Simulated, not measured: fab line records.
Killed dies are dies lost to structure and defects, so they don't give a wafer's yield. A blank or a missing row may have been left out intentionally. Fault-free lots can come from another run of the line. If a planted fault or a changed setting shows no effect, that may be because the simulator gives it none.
fab line records + flow rit-cmos
[record]
- lots = 6
- wafers = 18
- last-day = 7
route steps=202 shown NRETRO@60 PRETRO@64 GATE@75 M1@202
lots with no fault: from the same line, run without faults
start-h: start of the lot's first displayed wafer, in hours after the record's first day + wait-h: hours since the lot's step before + " same as the row above + L1.1+2: a single row standing in for several wafers + - no value, or no start was given + * or withheld: withheld + < > ~ a bound
route shown NAME@n: a module of which the file shows steps, and the number in the route of the first + usual: the fault-free wafers' mean and standard deviation + same: alike in all rows + chamber/n: place in a boat + sites: readings site by site + _std_site: how widely they spread, as a standard deviation + _edge_site: inner sites' mean taken away from outer sites' mean + radius-mm: how far each site lies from the wafer's centre + mask NAME#n: copy n + behind: the last tool/chamber to shape the wafer + hold: the reason the lot was held/the length of the hold in hours/how it ended + device: names the non-switching transistor (n, p or np) + end of line: tests run on the same wafers once the route is complete + a step given without rows: its recipe and nothing more + killed: dies lost to structure and defects at the first sort, not the wafer's yield + map: shows each die of a wafer: x if killed, . if not, _ if none is there
set.NAME: the setting that was run; set.NAME@STEP: the one run at that earlier step + model.NAME: the simulator's own value behind a step, which no gauge read
certain route steps with their lots: each step a table, each wafer a row
services: the hour from which a tool's chamber was out of use, counted from the record's first day as start-h (under 0 if before that day), plus the number of hours and why
[[steps]]
[step RIT_NRETRO_HARDBAKE_07]
[recipe]
- resist = NOVOLAK
- temp-c = 140
- time-s = 120
[step RIT_NRETRO_IMPLANT_08]
[recipe]
- species = P
- energy-kev = 70
- dose-cm2 = 1.02e+13
- tilt-deg = 7
[step RIT_NRETRO_STRIP_09]
[recipe]
- chemistry = O2
- time-s = 180
- resist = NOVOLAK
- platen-temp-c = withheld
- power-w = 500
- pressure-mtorr = 4000
- o2-flow-sccm = 4000
[usual]
- drypump-motor-current-A = 5.9/0.5
[same]
- time-s = 180
| lot.wafer | tool            | chamber | start-h | wait-h | drypump-motor-current-A | rf-hours-counter-h |
|-----------|-----------------|---------|---------|--------|-------------------------|--------------------|
| L910.1    | plasma-asher-04 | 1       | 45.34   | 0.1    | 5.3                     | 26                 |
| L910.4    | "               | 1       | "       | "      | 5.3                     | -                  |
| L910.5    | "               | 0       | "       | "      | 5.6                     | -                  |
| L913.1    | plasma-asher-04 | 1       | 56.42   | 0.1    | 5.3                     | 27                 |
| L913.3    | "               | 0       | "       | "      | 5.7                     | -                  |
| L913.6    | "               | 1       | "       | "      | 5.3                     | -                  |
| L921.1    | plasma-asher-02 | 0       | 94.77   | 0.1    | 6.6                     | 46                 |
| L921.2    | "               | 1       | "       | "      | 5.9                     | 46                 |
| L921.3    | "               | 0       | "       | "      | 6.7                     | -                  |
| L922.1    | plasma-asher-02 | 1       | 100.80  | 0.1    | 5.9                     | 47                 |
| L922.3    | "               | 0       | "       | "      | 6.7                     | -                  |
| L922.4    | "               | 1       | "       | "      | 5.9                     | -                  |
| L926.2    | plasma-asher-01 | 0       | 119.62  | 0.1    | 6.6                     | 0                  |
| L926.3    | "               | 0       | "       | "      | 6.6                     | -                  |
| L926.6    | "               | 0       | "       | "      | 6.6                     | -                  |
| L930.2    | plasma-asher-01 | 0       | 139.47  | 0.1    | 6.7                     | 2                  |
| L930.3    | "               | 1       | "       | "      | 5.9                     | -                  |
| L930.5    | "               | 1       | "       | "      | 5.9                     | -                  |
[step RIT_NRETRO_TW_MEAS_10]
[usual]
- NRETRO_TW = 1049/5.9
| lot.wafer | tool          | chamber | start-h | wait-h | NRETRO_TW |
|-----------|---------------|---------|---------|--------|-----------|
| L910.1    | film-metro-04 | -       | 45.51   | 0.1    | 1056      |
| L910.4    | "             | -       | "       | "      | 1058      |
| L910.5    | "             | -       | "       | "      | 1051      |
| L913.1    | film-metro-01 | -       | 56.60   | 0.1    | 1048      |
| L913.3    | "             | -       | "       | "      | 1049      |
| L913.6    | "             | -       | "       | "      | 1045      |
| L921.1    | film-metro-01 | -       | 94.95   | 0.1    | 1050      |
| L921.2    | "             | -       | "       | "      | 1050      |
| L921.3    | "             | -       | "       | "      | 1054      |
| L922.1    | film-metro-01 | -       | 100.98  | 0.1    | 1050      |
| L922.3    | "             | -       | "       | "      | 1050      |
| L922.4    | "             | -       | "       | "      | 1048      |
| L926.2    | film-metro-02 | -       | 119.81  | 0.1    | 1047      |
| L926.3    | "             | -       | "       | "      | 1041      |
| L926.6    | "             | -       | "       | "      | 1047      |
| L930.2    | film-metro-01 | -       | 139.65  | 0.1    | 1050      |
| L930.3    | "             | -       | "       | "      | 1045      |
| L930.5    | "             | -       | "       | "      | 1044      |
[step RIT_PRETRO_HMDS_00]
[recipe]
- prime-time-s = 60
- prime-temp-c = 140
[step RIT_PRETRO_COAT_01]
[recipe]
- resist = NOVOLAK
- spin-rpm = 2000
- resist-thk-nm = 1300
[step RIT_PRETRO_SOFTBAKE_02]
[recipe]
- resist = NOVOLAK
- temp-c = 90
- time-s = 60
[step RIT_PRETRO_EXPOSE_03]
[recipe]
- mask-id = M5
- na = 0.57
- target-cd-nm = 43700
- dose-mj = 250
[step RIT_PRETRO_PEB_04]
[recipe]
- resist = NOVOLAK
- temp-c = withheld
- time-s = withheld
[step RIT_PRETRO_DEVELOP_05]
[recipe]
- resist = NOVOLAK
- develop-time-s = 68
- dev-temp-c = 23
[step RIT_PRETRO_OVL_MEAS_06]
[usual]
- PRETRO_OVL = 0.7/1.5
| lot.wafer | tool       | chamber | start-h | wait-h | PRETRO_OVL[nm] |
|-----------|------------|---------|---------|--------|----------------|
| L910.1    | overlay-02 | -       | 46.45   | -      | 0.4            |
| L910.4    | "          | -       | "       | "      | 0.7            |
| L910.5    | "          | -       | "       | "      | -1.2           |
| L913.1    | overlay-02 | -       | 57.66   | -      | 0.4            |
| L913.3    | "          | -       | "       | "      | 3.0            |
| L913.6    | "          | -       | "       | "      | 3.4            |
| L921.1    | overlay-01 | -       | 96.01   | -      | 1.6            |
| L921.2    | "          | -       | "       | "      | 1.0            |
| L921.3    | "          | -       | "       | "      | 1.0            |
| L922.1    | overlay-01 | -       | 101.92  | -      | 0.4            |
| L922.3    | "          | -       | "       | "      | 1.9            |
| L922.4    | "          | -       | "       | "      | 1.1            |
| L926.2    | overlay-02 | -       | 120.87  | -      | 1.4            |
| L926.3    | "          | -       | "       | "      | 0.6            |
| L926.6    | "          | -       | "       | "      | 0.7            |
| L930.2    | overlay-01 | -       | 140.59  | -      | 2.5            |
| L930.3    | "          | -       | "       | "      | 4.7            |
| L930.5    | "          | -       | "       | "      | 1.8            |
[step RIT_PRETRO_HARDBAKE_07]
[recipe]
- resist = NOVOLAK
- temp-c = 140
- time-s = 120
[step RIT_PRETRO_IMPLANT_08]
[recipe]
- species = B
- energy-kev = 45
- dose-cm2 = 1.2e+13
- tilt-deg = 7
[usual]
- beam-energy-keV = 45.003/0.014
- dose-ions-cm2 = 1.2002e+13/1.3e+10
- faraday-current-uA = 38.1/0.78
- tilt-deg = 7.001/0.021
| lot.wafer | tool         | chamber | start-h | wait-h | beam-energy-keV | dose-ions-cm2 | faraday-current-uA | tilt-deg |
|-----------|--------------|---------|---------|--------|-----------------|---------------|--------------------|----------|
| L910.1    | implanter-03 | 0       | 46.74   | 0.2    | 45.006          | 1.1992e+13    | 39.9               | 7.004    |
| L910.4    | "            | 0       | "       | "      | 44.991          | 1.1993e+13    | 38.4               | 7.015    |
| L910.5    | "            | 0       | "       | "      | 45.000          | 1.2012e+13    | 39.4               | 7.012    |
| L913.1    | implanter-02 | 0       | 57.95   | 0.2    | 44.990          | 1.1989e+13    | 37.1               | 6.989    |
| L913.3    | "            | 0       | "       | "      | 44.991          | 1.1997e+13    | 37.9               | 7.029    |
| L913.6    | "            | 0       | "       | "      | 45.006          | 1.1993e+13    | 37.7               | 7.014    |
| L921.1    | implanter-03 | 0       | 96.30   | 0.2    | 45.029          | 1.5705e+13    | 48.0               | 7.006    |
| L921.2    | "            | 0       | "       | "      | 44.999          | 1.5698e+13    | 49.6               | 7.025    |
| L921.3    | "            | 0       | "       | "      | 45.000          | 1.5695e+13    | 49.6               | 7.038    |
| L922.1    | implanter-03 | 0       | 102.21  | 0.2    | 44.986          | 1.5717e+13    | 50.2               | 6.986    |
| L922.3    | "            | 0       | "       | "      | 45.005          | 1.5698e+13    | 47.9               | 7.004    |
| L922.4    | "            | 0       | "       | "      | 45.014          | 1.5703e+13    | 50.1               | 6.996    |
| L926.2    | implanter-02 | 0       | 121.18  | 0.2    | 45.022          | 1.1981e+13    | 38.7               | 6.976    |
| L926.3    | "            | 0       | "       | "      | 45.008          | 1.2011e+13    | 38.8               | 6.974    |
| L926.6    | "            | 0       | "       | "      | 45.020          | 1.2001e+13    | 37.6               | 6.985    |
| L930.2    | implanter-02 | 0       | 140.89  | 0.2    | 45.015          | 1.2011e+13    | 39.1               | 7.016    |
| L930.3    | "            | 0       | "       | "      | 45.016          | 1.1988e+13    | 36.8               | 7.005    |
| L930.5    | "            | 0       | "       | "      | 45.013          | 1.2002e+13    | 39.2               | 7.009    |
[step RIT_PRETRO_STRIP_09]
[recipe]
- chemistry = O2
- time-s = 180
- resist = NOVOLAK
- platen-temp-c = withheld
- power-w = 500
- pressure-mtorr = 4000
- o2-flow-sccm = 4000
[usual]
- drypump-motor-current-A = 5.8/0.57
[same]
- time-s = 180
| lot.wafer | tool            | chamber | start-h | wait-h | drypump-motor-current-A | rf-hours-counter-h |
|-----------|-----------------|---------|---------|--------|-------------------------|--------------------|
| L910.1    | plasma-asher-03 | 1       | 46.89   | 0.1    | 6.2                     | 37                 |
| L910.4    | "               | 0       | "       | "      | 4.9                     | -                  |
| L910.5    | "               | 0       | "       | "      | 4.9                     | -                  |
| L913.1    | plasma-asher-03 | 1       | 58.10   | 0.1    | 6.3                     | 39                 |
| L913.3    | "               | 0       | "       | "      | 4.9                     | -                  |
| L913.6    | "               | 0       | "       | "      | 4.9                     | -                  |
| L921.1    | plasma-asher-01 | 1       | 96.45   | 0.1    | 5.9                     | 46                 |
| L921.2    | "               | 0       | "       | "      | 6.6                     | 46                 |
| L921.3    | "               | 1       | "       | "      | 5.9                     | -                  |
| L922.1    | plasma-asher-03 | 1       | 102.36  | 0.1    | 6.2                     | 44                 |
| L922.3    | "               | 0       | "       | "      | 4.9                     | -                  |
| L922.4    | "               | 1       | "       | "      | 6.2                     | -                  |
| L926.2    | plasma-asher-04 | 0       | 121.30  | 0.1    | 5.7                     | 34                 |
| L926.3    | "               | 0       | "       | "      | 5.7                     | -                  |
| L926.6    | "               | 0       | "       | "      | 5.7                     | -                  |
| L930.2    | plasma-asher-01 | 0       | 141.02  | 0.1    | 6.7                     | 3                  |
| L930.3    | "               | 0       | "       | "      | 6.6                     | -                  |
| L930.5    | "               | 1       | "       | "      | 5.9                     | -                  |
[step RIT_PRETRO_TW_MEAS_10]
[usual]
- PRETRO_TW = 475/4.9
| lot.wafer | tool          | chamber | start-h | wait-h | PRETRO_TW |
|-----------|---------------|---------|---------|--------|-----------|
| L910.1    | film-metro-04 | -       | 47.06   | 0.1    | 473       |
| L910.4    | "             | -       | "       | "      | 475       |
| L910.5    | "             | -       | "       | "      | 477       |
| L913.1    | film-metro-03 | -       | 58.27   | 0.1    | 476       |
| L913.3    | "             | -       | "       | "      | 477       |
| L913.6    | "             | -       | "       | "      | 479       |
| L921.1    | film-metro-03 | -       | 96.62   | 0.1    | 518       |
| L921.2    | "             | -       | "       | "      | 519       |
| L921.3    | "             | -       | "       | "      | 521       |
| L922.1    | film-metro-02 | -       | 102.53  | 0.1    | 507       |
| L922.3    | "             | -       | "       | "      | 514       |
| L922.4    | "             | -       | "       | "      | 506       |
| L926.2    | film-metro-03 | -       | 121.49  | 0.1    | 475       |
| L926.3    | "             | -       | "       | "      | 480       |
| L926.6    | "             | -       | "       | "      | 479       |
| L930.2    | film-metro-03 | -       | 141.20  | 0.1    | 479       |
| L930.3    | "             | -       | "       | "      | 479       |
| L930.5    | "             | -       | "       | "      | 478       |
[step RIT_GATE_WET_ETCH_00]
[recipe]
- chemistry = BOE
- target = SiO2
- target-depth-nm = 56
- time-s = 60
- dry = n2-spin
- dilution = 10:1
- temp-c = 21.5
[step RIT_M1_PROBE_99]
[usual]
- killed-at-contacts = 0.2/0.38
- killed-at-front-end = 6.7/3
- killed-dies = 6.9/3
- killed-on-rim = 1.8/1.4
- killed-open = 3.5/1.9
- killed-short = 3.3/2
[same]
- gross-dies = 264
- killed_at_M0_to_M3 = 0
- killed_at_M4_up = 0
- killed-at-back-side = 0
- killed-at-other = 0
| lot.wafer | tool      | chamber | start-h | wait-h | killed-at-contacts | killed-at-front-end | killed-dies | killed-on-rim | killed-open | killed-short | model.etest.nmos_0p3.r-on-ohm-um | model.etest.nmos-turned.drive-ua-um | model.etest.nmos_0p15.drive-ua-um | model.etest.nmos_0p3.drive-ua-um | model.etest.nmos-narrow.drive-ua-um | model.etest.nmos_0p15.off-log10-a-um | model.etest.retro-edge-nmos.off-log10-a-um | model.etest.diode-nplus-pwell.bv-v |
|-----------|-----------|---------|---------|--------|--------------------|---------------------|-------------|---------------|-------------|--------------|----------------------------------|-------------------------------------|-----------------------------------|----------------------------------|-------------------------------------|--------------------------------------|--------------------------------------------|------------------------------------|
| L910.1    | prober-01 | -       | 73.67   | 0.1    | 0                  | 12                  | 12          | 2             | 5           | 7            | 2207                             | 296.4                               | 462.4                             | 224                              | 222.8                               | -10.39                               | -10.37                                     | 6.048                              |
| L910.4    | prober-01 | -       | 73.82   | 0.2    | 1                  | 10                  | 11          | 2             | 6           | 5            | 2182                             | 292.8                               | 465.5                             | 227.4                            | 223.1                               | -10.21                               | -10.03                                     | 5.941                              |
| L910.5    | prober-01 | -       | 73.87   | 0.2    | 0                  | 4                   | 4           | 1             | 2           | 2            | 2184                             | 290.4                               | 461.7                             | 224.7                            | 219.4                               | -10.26                               | -10.12                                     | 5.987                              |
| L913.1    | prober-02 | -       | 88.98   | 0.1    | 0                  | 6                   | 6           | 2             | 4           | 2            | 2168                             | 321                                 | 449.6                             | 221.6                            | 231.3                               | -10.48                               | -10.43                                     | 5.958                              |
| L913.3    | prober-02 | -       | 89.08   | 0.2    | 0                  | 6                   | 6           | 1             | 3           | 3            | 2173                             | 326.2                               | 459.9                             | 222.8                            | 229.7                               | -10.12                               | -9.992                                     | 5.917                              |
| L913.6    | prober-02 | -       | 89.23   | 0.2    | 1                  | 6                   | 7           | 3             | 5           | 2            | 2202                             | 319.2                               | 453.8                             | 222.8                            | 228.9                               | -10.25                               | -10.24                                     | 5.969                              |
| L921.1    | prober-02 | -       | 121.56  | 0.1    | 0                  | 9                   | 9           | 1             | 7           | 2            | 2221                             | 302.1                               | 447.1                             | 214.4                            | 219.8                               | -10.62                               | -10.46                                     | 5.723                              |
| L921.2    | prober-02 | -       | 121.61  | 0.1    | 0                  | 6                   | 6           | 1             | 4           | 2            | 2175                             | 293.7                               | 445.2                             | 212                              | 215.6                               | -10.88                               | -10.81                                     | 5.8                                |
| L921.3    | prober-02 | -       | 121.66  | 0.2    | 0                  | 5                   | 5           | 3             | 3           | 2            | 2272                             | 296.9                               | 436.2                             | 211.6                            | 214.2                               | -10.77                               | -10.8                                      | 5.783                              |
| L922.1    | prober-01 | -       | 128.37  | 0.1    | 0                  | 4                   | 4           | 2             | 1           | 3            | 2258                             | 288.6                               | 434.1                             | 204                              | 208.5                               | -11.08                               | -10.92                                     | 5.67                               |
| L922.3    | prober-01 | -       | 128.47  | 0.2    | 0                  | 8                   | 8           | 1             | 3           | 5            | 2242                             | 286.6                               | 438.4                             | 209.4                            | 212.1                               | -10.96                               | -10.81                                     | 5.659                              |
| L922.4    | prober-01 | -       | 128.52  | 0.2    | 0                  | 3                   | 3           | 1             | 2           | 1            | 2297                             | 286.3                               | 437.7                             | 212.9                            | 216.7                               | -10.75                               | -10.5                                      | 5.751                              |
| L926.2    | prober-01 | -       | 149.45  | 0.1    | 0                  | 4                   | 4           | 0             | 1           | 3            | 2070                             | 344.3                               | 497.7                             | 232.4                            | 239.6                               | -9.538                               | -9.343                                     | 5.979                              |
| L926.3    | prober-01 | -       | 149.50  | 0.2    | 0                  | 4                   | 4           | 1             | 3           | 1            | 2080                             | 339.1                               | 488                               | 235.3                            | 238.2                               | -9.838                               | -9.742                                     | 5.997                              |
| L926.6    | prober-01 | -       | 149.65  | 0.2    | 0                  | 8                   | 8           | 1             | 5           | 3            | 2098                             | 348.8                               | 501.7                             | 236.4                            | 242.4                               | -9.569                               | -9.408                                     | 6.033                              |
| L930.2    | prober-01 | -       | 168.80  | 0.1    | 2                  | 3                   | 5           | 2             | 1           | 2            | 2190                             | 294.4                               | 467.5                             | 233.3                            | 234                                 | -10.08                               | -9.848                                     | 6.069                              |
| L930.3    | prober-01 | -       | 168.85  | 0.2    | 0                  | 7                   | 7           | 2             | 5           | 2            | 2141                             | 302.3                               | 465.6                             | 231.6                            | 235.2                               | -10.29                               | -10.14                                     | 6.021                              |
| L930.5    | prober-01 | -       | 168.95  | 0.2    | 0                  | 7                   | 7           | 0             | 2           | 5            | 2128                             | 291                                 | 467                               | 232                              | 235.4                               | -10.18                               | -9.911                                     | 6.017                              |
// killed by level:class
L910.1 GATE:geometric-particle:short=4 GATE:geometric-particle:open=3 SPACER:geometric-particle:short=2 FOX1:geometric-particle:open=1 REOX:geometric-particle:short=1 SPACER:geometric-particle:open=1
L910.4 FOX2:geometric-particle:open=2 REOX:geometric-particle:open=2 FOX1:geometric-particle:short=1 GATE:geometric-particle:open=1 GATE:geometric-particle:short=1 SPACER:geometric-particle:short=1 SPACER:geometric-particle:open=1 SILICIDE:geometric-particle:short=1
L910.5 SILICIDE:geometric-particle:open=2 GATE:geometric-particle:short=1 SILICIDE:geometric-particle:short=1
L913.1 FOX2:geometric-particle:open=2 GATE:geometric-particle:short=2 FOX1:geometric-particle:open=1 GATE:geometric-particle:open=1
L913.3 GATE:geometric-particle:open=2 FOX1:geometric-particle:short=1 FOX2:geometric-particle:open=1 REOX:geometric-particle:short=1 SPACER:geometric-particle:short=1
L913.6 FOX1:geometric-particle:open=2 FOX2:geometric-particle:open=1 FOX2:geometric-particle:short=1 GATE:geometric-particle:open=1 SPACER:geometric-particle:open=1 CONTACT:geometric-particle:short=1
L921.1 GATE:geometric-particle:open=4 FOX1:geometric-particle:open=1 GATE:geometric-particle:short=1 SPACER:geometric-particle:open=1 SILICIDE:geometric-particle:open=1 SILICIDE:geometric-particle:short=1
L921.2 FOX1:geometric-particle:open=1 FOX2:geometric-particle:open=1 GATE:geometric-particle:short=1 GATE:geometric-particle:open=1 REOX:geometric-particle:short=1 REOX:geometric-particle:open=1
L921.3 GATE:geometric-particle:open=2 GATE:geometric-particle:short=2 FOX2:geometric-particle:open=1
L922.1 GATE:geometric-particle:short=2 FOX1:geometric-particle:open=1 SPACER:geometric-particle:short=1
L922.3 GATE:geometric-particle:short=2 REOX:geometric-particle:open=2 SPACER:geometric-particle:short=2 FOX2:geometric-particle:short=1 GATE:geometric-particle:open=1
L922.4 FOX1:geometric-particle:short=1 GATE:geometric-particle:open=1 REOX:geometric-particle:open=1
L926.2 FOX1:geometric-particle:short=1 REOX:geometric-particle:short=1 SILICIDE:geometric-particle:short=1 SILICIDE:geometric-particle:open=1
L926.3 REOX:geometric-particle:open=2 GATE:geometric-particle:open=1 GATE:geometric-particle:short=1
L926.6 REOX:geometric-particle:open=2 FOX2:geometric-particle:open=1 GATE:geometric-particle:short=1 GATE:geometric-particle:open=1 REOX:geometric-particle:short=1 SILICIDE:geometric-particle:short=1 SILICIDE:geometric-particle:open=1
L930.2 CONTACT:coat-microbubble-printed=2 FOX1:geometric-particle:short=1 GATE:geometric-particle:open=1 REOX:geometric-particle:short=1
L930.3 GATE:geometric-particle:open=2 FOX2:geometric-particle:open=1 FOX2:geometric-particle:short=1 REOX:geometric-particle:open=1 SPACER:geometric-particle:short=1 SILICIDE:geometric-particle:open=1
L930.5 GATE:geometric-particle:short=2 FOX2:geometric-particle:short=1 SPACER:geometric-particle:open=1 SPACER:geometric-particle:short=1 SILICIDE:geometric-particle:short=1 SILICIDE:geometric-particle:open=1
[[services]]
| tool            | chamber | start-h | hours | kind       |
|-----------------|---------|---------|-------|------------|
| plasma-asher-04 | -       | 56.96   | 2.5   | repair     |
| implanter-03    | -       | 57.19   | 6.4   | repair     |
| plasma-asher-01 | -       | 108.75  | 9.0   | pm         |
| plasma-asher-01 | 0       | 108.75  | 9.0   | vent-cycle |
| plasma-asher-01 | 1       | 108.75  | 9.0   | vent-cycle |
| plasma-asher-01 | 0       | 117.75  | -     | clean      |
| plasma-asher-01 | 1       | 117.75  | -     | clean      |
| implanter-03    | -       | 124.95  | 3.2   | pm         |
[[key]]
[first-sign]
- step = RIT_PRETRO_IMPLANT_08
- reading = dose-ions-cm2
- direction = up
- sigmas = 99+
- usual = 1.2002e+13
- struck = 1.5703e+13
[effect]
- step = RIT_PRETRO_IMPLANT_08
- reading = faraday-current-uA
- direction = up
- sigmas = 14
- usual = 38.1
- struck = 49.2
[effect]
- step = RIT_PRETRO_TW_MEAS_10
- reading = PRETRO_TW
- direction = up
- sigmas = 8
- usual = 475
- struck = 514
[model-effect]
- step = RIT_M1_PROBE_99
- value = etest.nmos_0p3.r-on-ohm-um
- without = 2116
- struck = 2244
met-at RIT_PRETRO_IMPLANT_08
struck-wafers L921.1,L921.2,L921.3,L922.1,L922.3,L922.4
tester-left-out L921,L922
onset-between 46.74 96.30
[fault]
- kind = process-parameter-drift
- tool = implanter-03
- chamber = -
- onset-h = 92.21
- steps = RIT_PRETRO_IMPLANT_08
- channel = dose-cm2
- offset = 3.6993e+12
- shape = step
- end-h = 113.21
- acts-in = these-recipes-only
- stated = 1.2e+13
// tester-left-out: of these lots the tester's yield and bins aren't shown, on N5 and GAA mostly nor the transistor test; their killed dies are dies lost to structure and defects alone, not to doping, threshold or leakage, so they don't give the yield
